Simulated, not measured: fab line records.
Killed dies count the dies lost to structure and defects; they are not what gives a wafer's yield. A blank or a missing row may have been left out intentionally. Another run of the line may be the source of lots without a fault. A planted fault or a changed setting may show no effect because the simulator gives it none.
Split-lot trial | flow rit cmos | on a route of 202 steps: 5 lots, 23 wafers read

## ABOUT THE SPLIT
At RIT_ACTIVE_SOFTBAKE_07 (time 60 s), the setting temp c was moved away from the recipe's 90 C on 11 of the 23 wafers read, by -3.9% to +3.4%. For the rest of the wafers, this setting stayed at what the recipe calls for.

The file shows no step between the split and the reading.

## THE READING
NOVOLAK_of_ACTIVE_COAT_06.thk nm (the simulator's own value, which no gauge read), in nm, at RIT_ACTIVE_DEVELOP_10 (develop time 50 s). The file gives no usual value for it. Across the 12 wafers here that went through the recipe, the average is 988.1 nm and the standard deviation 3.9 nm.

wafer  | tool, chamber at the split | temp c as run, C | against the recipe | NOVOLAK_of_ACTIVE_COAT_06.thk nm, nm | against lot-mates on the recipe
L074.1 | litho track-01, 0          | 90               | recipe             | 983.3                                | -
L074.2 | litho track-01, 0          | 90               | recipe             | 984.2                                | -
L074.4 | litho track-01, 0          | 93.02            | +3.4%              | 977.3                                | -6.5
L074.5 | litho track-01, 0          | 93.02            | +3.4%              | 978.7                                | -5.0
L074.6 | litho track-01, 0          | 93.02            | +3.4%              | 977.9                                | -5.9
L078.1 | litho track-02, 0          | 87.94            | -2.3%              | 997.1                                | +4.8
L078.3 | litho track-02, 0          | 87.94            | -2.3%              | 997.1                                | +4.8
L078.2 | litho track-02, 0          | 90               | recipe             | 992.6                                | -
L078.4 | litho track-02, 0          | 90               | recipe             | 992.6                                | -
L078.6 | litho track-02, 0          | 90               | recipe             | 991.7                                | -
L079.2 | litho track-02, 0          | 92.23            | +2.5%              | 980.7                                | -5.3
L079.3 | litho track-02, 0          | 90               | recipe             | 987.2                                | -
L079.4 | litho track-02, 0          | 92.23            | +2.5%              | 981.6                                | -4.4
L079.5 | litho track-02, 0          | 90               | recipe             | 984.8                                | -
L079.6 | litho track-02, 0          | 92.23            | +2.5%              | 982.2                                | -3.8
L084.1 | litho track-01, 0          | 90               | recipe             | 992.6                                | -
L084.4 | litho track-01, 0          | 90               | recipe             | 991.1                                | -
L084.5 | litho track-01, 0          | 90               | recipe             | 990.3                                | -
L085.2 | litho track-01, 0          | 90               | recipe             | 982.7                                | -
L085.3 | litho track-01, 0          | 90               | recipe             | 983.6                                | -
L085.4 | litho track-01, 0          | 86.51            | -3.9%              | 993.5                                | +10.3
L085.5 | litho track-01, 0          | 86.51            | -3.9%              | 990.8                                | +7.6
L085.6 | litho track-01, 0          | 86.51            | -3.9%              | 991.9                                | +8.7

THE FIT
A straight line over all 23 wafers: NOVOLAK_of_ACTIVE_COAT_06.thk nm changes by -2.2 nm for each +1% of temp c; r = -0.80; the points scatter about the line by 3.8 nm.
The same after taking each lot's own level away (the mean of its wafers on the recipe; 23 wafers): -2.02 nm for each +1%; r = -0.98; scatter 0.91 nm.
On that fit, the largest move of temp c shifts the reading by 7.8 nm.
The span of the lots' own levels, 983.15 to 992.30 nm, comes to 2.3 times the standard deviation stated above.
So the lot-to-lot level blurs the effect unless lot-mates are compared.
Check: with one of the wafers moved furthest among these (-3.9%) left out of the fit, the line predicts +7.69 nm for it against its lot-mates. Against them it came out at +10.3 nm.

## OTHER SPLITS APPLIED TO THESE WAFERS
Note: prior to the reading, these wafers also went through further splits. Each is held against what the fit with the lots' levels taken away leaves over:
other split on the same wafers | wafers away from the commonest value | r with NOVOLAK_of_ACTIVE_COAT_06.thk nm (lot level and that fit taken away)
RIT_ACTIVE_OXIDATION_01 temp c | 15                                   | +0.23

## THE FILE'S OWN FIT
NOVOLAK_of_ACTIVE_COAT_06.thk nm changes by -2.02 nm for each +1% of temp c, r = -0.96.
